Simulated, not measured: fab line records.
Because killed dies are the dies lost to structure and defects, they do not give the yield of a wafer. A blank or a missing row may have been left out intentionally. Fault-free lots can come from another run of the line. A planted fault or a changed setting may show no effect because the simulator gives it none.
The tool behind it: which one? || flow berkeley-cmos170 || Sampling: 14 lots, 42 wafers, 2 of 331 route steps

## WHAT THE GAUGES SHOWED, per wafer
UCB170_M3_CD_MEAS_15: target cd 700 nm. Usual: cd-nm 700.1 nm, standard deviation 1.4.
{"lot": "L796", "measured": "day 8 08:08", "on": "cd-sem-01", "cd-nm (nm)": "699.5 699.4 699.5", "flag": ""}
{"lot": "L797", "measured": "day 8 16:16", "on": "cd-sem-01", "cd-nm (nm)": "702.4 700.6 702.5", "flag": ""}
{"lot": "L798", "measured": "day 9 08:02", "on": "cd-sem-01", "cd-nm (nm)": "700.2 700.5 700.9", "flag": ""}
{"lot": "L799", "measured": "day 9 08:41", "on": "cd-sem-01", "cd-nm (nm)": "699.9 700.5 700.4", "flag": ""}
{"lot": "L803", "measured": "day 9 14:18", "on": "cd-sem-02", "cd-nm (nm)": "706.5 706.7 705.8", "flag": "OFF"}
{"lot": "L800", "measured": "day 9 15:08", "on": "cd-sem-01", "cd-nm (nm)": "707.0 704.7 706.0", "flag": "OFF"}
{"lot": "L806", "measured": "day 10 02:19", "on": "cd-sem-02", "cd-nm (nm)": "700.8 700.8 701.1", "flag": ""}
{"lot": "L807", "measured": "day 10 05:48", "on": "cd-sem-01", "cd-nm (nm)": "701.9 700.9 699.4", "flag": ""}
{"lot": "L808", "measured": "day 10 16:19", "on": "cd-sem-01", "cd-nm (nm)": "701.0 700.9 702.8", "flag": ""}
{"lot": "L812", "measured": "day 10 20:14", "on": "cd-sem-01", "cd-nm (nm)": "700.6 703.3 702.0", "flag": ""}
{"lot": "L810", "measured": "day 10 20:28", "on": "cd-sem-02", "cd-nm (nm)": "699.4 699.0 699.6", "flag": ""}
{"lot": "L811", "measured": "day 10 21:10", "on": "cd-sem-01", "cd-nm (nm)": "699.6 699.7 699.8", "flag": ""}
{"lot": "L813", "measured": "day 11 11:31", "on": "cd-sem-01", "cd-nm (nm)": "701.8 701.8 702.9", "flag": ""}
{"lot": "L816", "measured": "day 11 23:32", "on": "cd-sem-02", "cd-nm (nm)": "699.7 698.0 700.8", "flag": ""}

## WHAT TOOL EACH LOT RAN ON (gives the tool, then ch and the chambers of the sampled wafers, and finally the start)
{"lot": "L796", "UCB170_M3_PEB_13": "litho-track-02 ch 0, day 8 07:00"}
{"lot": "L797", "UCB170_M3_PEB_13": "litho-track-02 ch 0, day 8 15:45"}
{"lot": "L798", "UCB170_M3_PEB_13": "litho-track-04 ch 0, day 9 07:45"}
{"lot": "L799", "UCB170_M3_PEB_13": "litho-track-02 ch 0, day 9 08:25"}
{"lot": "L803", "UCB170_M3_PEB_13": "litho-track-02 ch 0, day 9 14:02"}
{"lot": "L800", "UCB170_M3_PEB_13": "litho-track-02 ch 0, day 9 14:52"}
{"lot": "L806", "UCB170_M3_PEB_13": "litho-track-04 ch 0, day 10 02:03"}
{"lot": "L807", "UCB170_M3_PEB_13": "litho-track-01 ch 0, day 10 05:32"}
{"lot": "L808", "UCB170_M3_PEB_13": "litho-track-04 ch 0, day 10 16:03"}
{"lot": "L812", "UCB170_M3_PEB_13": "litho-track-01 ch 0, day 10 19:58"}
{"lot": "L810", "UCB170_M3_PEB_13": "litho-track-04 ch 0, day 10 20:12"}
{"lot": "L811", "UCB170_M3_PEB_13": "litho-track-04 ch 0, day 10 20:54"}
{"lot": "L813", "UCB170_M3_PEB_13": "litho-track-04 ch 0, day 11 11:14"}
{"lot": "L816", "UCB170_M3_PEB_13": "litho-track-04 ch 0, day 11 23:17"}
- UCB170_M3_PEB_13

## AS READ BY THE TOOLS THEMSELVES (means over the sampled wafers that have a number; for cases with no such wafer, the mark the record gives instead)
UCB170_M3_PEB_13. Usual: exhaust-pa 44.9 Pa, standard deviation 0.88; heater-power-total-W 56.81 W, standard deviation 0.044; plate-temp-C 130.03 C, standard deviation 0.15; resist-line-temp-C 23.00 C, standard deviation 0.11.
{"lot": "L796", "tool": "litho-track-02", "exhaust-pa (Pa)": 45.3, "heater-power-total-W (W)": 56.79, "plate-temp-C (C)": 129.92, "resist-line-temp-C (C)": 22.97, "flag": ""}
{"lot": "L797", "tool": "litho-track-02", "exhaust-pa (Pa)": 44.4, "heater-power-total-W (W)": 56.80, "plate-temp-C (C)": 129.91, "resist-line-temp-C (C)": 22.97, "flag": ""}
{"lot": "L798", "tool": "litho-track-04", "exhaust-pa (Pa)": 46.0, "heater-power-total-W (W)": 56.81, "plate-temp-C (C)": 130.17, "resist-line-temp-C (C)": 22.98, "flag": ""}
{"lot": "L799", "tool": "litho-track-02", "exhaust-pa (Pa)": 46.4, "heater-power-total-W (W)": 56.83, "plate-temp-C (C)": 129.93, "resist-line-temp-C (C)": 23.11, "flag": ""}
{"lot": "L803", "tool": "litho-track-02", "exhaust-pa (Pa)": 44.8, "heater-power-total-W (W)": 56.39, "plate-temp-C (C)": 129.46, "resist-line-temp-C (C)": 23.04, "flag": "OFF"}
{"lot": "L800", "tool": "litho-track-02", "exhaust-pa (Pa)": 45.3, "heater-power-total-W (W)": 56.39, "plate-temp-C (C)": 129.31, "resist-line-temp-C (C)": 23.04, "flag": "OFF"}
{"lot": "L806", "tool": "litho-track-04", "exhaust-pa (Pa)": 44.0, "heater-power-total-W (W)": 56.84, "plate-temp-C (C)": 130.15, "resist-line-temp-C (C)": 23.09, "flag": ""}
{"lot": "L807", "tool": "litho-track-01", "exhaust-pa (Pa)": 45.2, "heater-power-total-W (W)": 56.81, "plate-temp-C (C)": 129.96, "resist-line-temp-C (C)": 22.81, "flag": ""}
{"lot": "L808", "tool": "litho-track-04", "exhaust-pa (Pa)": 44.9, "heater-power-total-W (W)": 56.73, "plate-temp-C (C)": 130.05, "resist-line-temp-C (C)": 22.91, "flag": ""}
{"lot": "L812", "tool": "litho-track-01", "exhaust-pa (Pa)": 44.7, "heater-power-total-W (W)": 56.83, "plate-temp-C (C)": 130.18, "resist-line-temp-C (C)": 23.08, "flag": ""}
{"lot": "L810", "tool": "litho-track-04", "exhaust-pa (Pa)": 45.1, "heater-power-total-W (W)": 56.85, "plate-temp-C (C)": 130.04, "resist-line-temp-C (C)": 22.86, "flag": ""}
{"lot": "L811", "tool": "litho-track-04", "exhaust-pa (Pa)": 44.3, "heater-power-total-W (W)": 56.81, "plate-temp-C (C)": 130.11, "resist-line-temp-C (C)": 22.99, "flag": ""}
{"lot": "L813", "tool": "litho-track-04", "exhaust-pa (Pa)": 45.3, "heater-power-total-W (W)": 56.78, "plate-temp-C (C)": 129.72, "resist-line-temp-C (C)": 23.07, "flag": ""}
{"lot": "L816", "tool": "litho-track-04", "exhaust-pa (Pa)": 45.2, "heater-power-total-W (W)": 56.77, "plate-temp-C (C)": 130.20, "resist-line-temp-C (C)": 23.10, "flag": ""}

## THE ANSWER, worked out from the rows above alone
Rule: lot off if the mean of its wafers having a number is beyond 3 standard deviations from the usual mean. A lot without any number at a reading at which 4 lots or more have one is off too. Any other lot the step has rows for is counted as sound. The gauges are gone through in route order, then the tools' own readings, and for those a lot's mean is taken as printed above. At the first step where some lot is off, the reading lying furthest off is the one used; lots without a number count as furthest.
Off: L803, L800 (UCB170_M3_CD_MEAS_15, cd-nm).
A tool fits if, at a process step before that reading, it ran every lot that is off, and no sound lot after the first of them. Not tried: the gauges at UCB170_M3_CD_MEAS_15; whatever is off there is also off at UCB170_M3_PEB_13, on other tools, and gauge error can't account for it. One candidate fits, namely litho-track-02 at UCB170_M3_PEB_13. Its last sound lot is L799 (day 9 08:25), its first lot that is off L803 (day 9 14:02): a fault that began between those two fits.
The tool's own readings at UCB170_M3_PEB_13 bear it out: on the lots that are off they differ by more than 5 times the standard deviation of the sound lots' means. heater-power-total-W reads 56.39 W there against 56.80 W on the sound lots.

## WHAT THE SIMULATOR PUT IN
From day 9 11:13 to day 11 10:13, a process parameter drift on litho-track-02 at UCB170_M3_PEB_13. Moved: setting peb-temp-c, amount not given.
Struck lots among those shown: L803, L800. The rule above reached the same finding.
